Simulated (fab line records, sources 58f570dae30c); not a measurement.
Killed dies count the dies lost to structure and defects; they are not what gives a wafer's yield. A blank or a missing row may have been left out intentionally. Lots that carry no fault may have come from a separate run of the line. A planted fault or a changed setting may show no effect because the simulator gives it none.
Matching of chambers | flow berkeleyCmos170 | UCB170_V1_CVD_00 on pecvd-01: 3 sister chambers
The step deposits SiO2 from TEOS/O2, target thk 2000 nm, time 250 s. 20 wafers are shown with their chamber, then 10 later ones without.

== WAFERS, EACH WITH ITS CHAMBER ==
wafer  | chamber | heaterPowerW (W)
L077.1 | 2       | 311
L077.3 | 0       | 224
L077.4 | 0       | 282
L080.1 | 2       | 275
L080.2 | 1       | 243
L080.5 | 1       | 164
L081.3 | 1       | 180
L081.4 | 1       | 240
L081.6 | 0       | 290
L085.4 | 1       | 168
L085.5 | 2       | 317
L085.6 | 0       | 205
L084.1 | 0       | 264
L084.5 | 0       | 206
L084.6 | 2       | 311
L088.2 | 0       | 225
L088.4 | 2       | 312
L088.5 | 1       | 161
L090.2 | 0       | 294
L090.3 | 2       | 329

SIGNATURES (averages over the wafers above)
reading      | chamber 0 | chamber 1 | chamber 2 | scatter within a chamber
heaterPowerW | 248.75    | 192.67    | 309.17    | 33.4
Rule: distance of a wafer from a chamber = root of the sum over the readings of ((wafer's reading minus chamber's mean) / reading's scatter) squared. The wafer belongs to the nearest chamber; if the next one is less than 2 further off, it can't be placed. The scatter is the square root of a quotient: the sum, over the shown wafers, of each reading's squared deviation from its chamber's mean, divided by wafers minus chambers.

== WAFERS WHOSE CHAMBER IS MISSING ==
wafer  | heaterPowerW (W)
L090.4 | 164
L093.1 | 251
L093.3 | 290
L093.4 | 160
L091.2 | 234
L091.3 | 269
L091.6 | 282
L096.3 | 215
L096.5 | 314
L096.6 | 166

== THE CHAMBER EACH PASSED THROUGH ==
wafer  | from the rows above          | in truth
L090.4 | can't be placed: 1 or 0      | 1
L093.1 | can't be placed: 0 or 2 or 1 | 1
L093.3 | can't be placed: 2 or 0      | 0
L093.4 | can't be placed: 1 or 0      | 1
L091.2 | can't be placed: 0 or 1 or 2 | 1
L091.3 | can't be placed: 0 or 2 or 1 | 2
L091.6 | can't be placed: 2 or 0 or 1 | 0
L096.3 | can't be placed: 1 or 0      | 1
L096.5 | can't be placed: 2 or 0      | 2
L096.6 | can't be placed: 1 or 0      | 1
Correct placement for 0 of the 10. Not placeable from these rows: 10 (in 10, the candidates include the true chamber). Placed wrongly: 0.
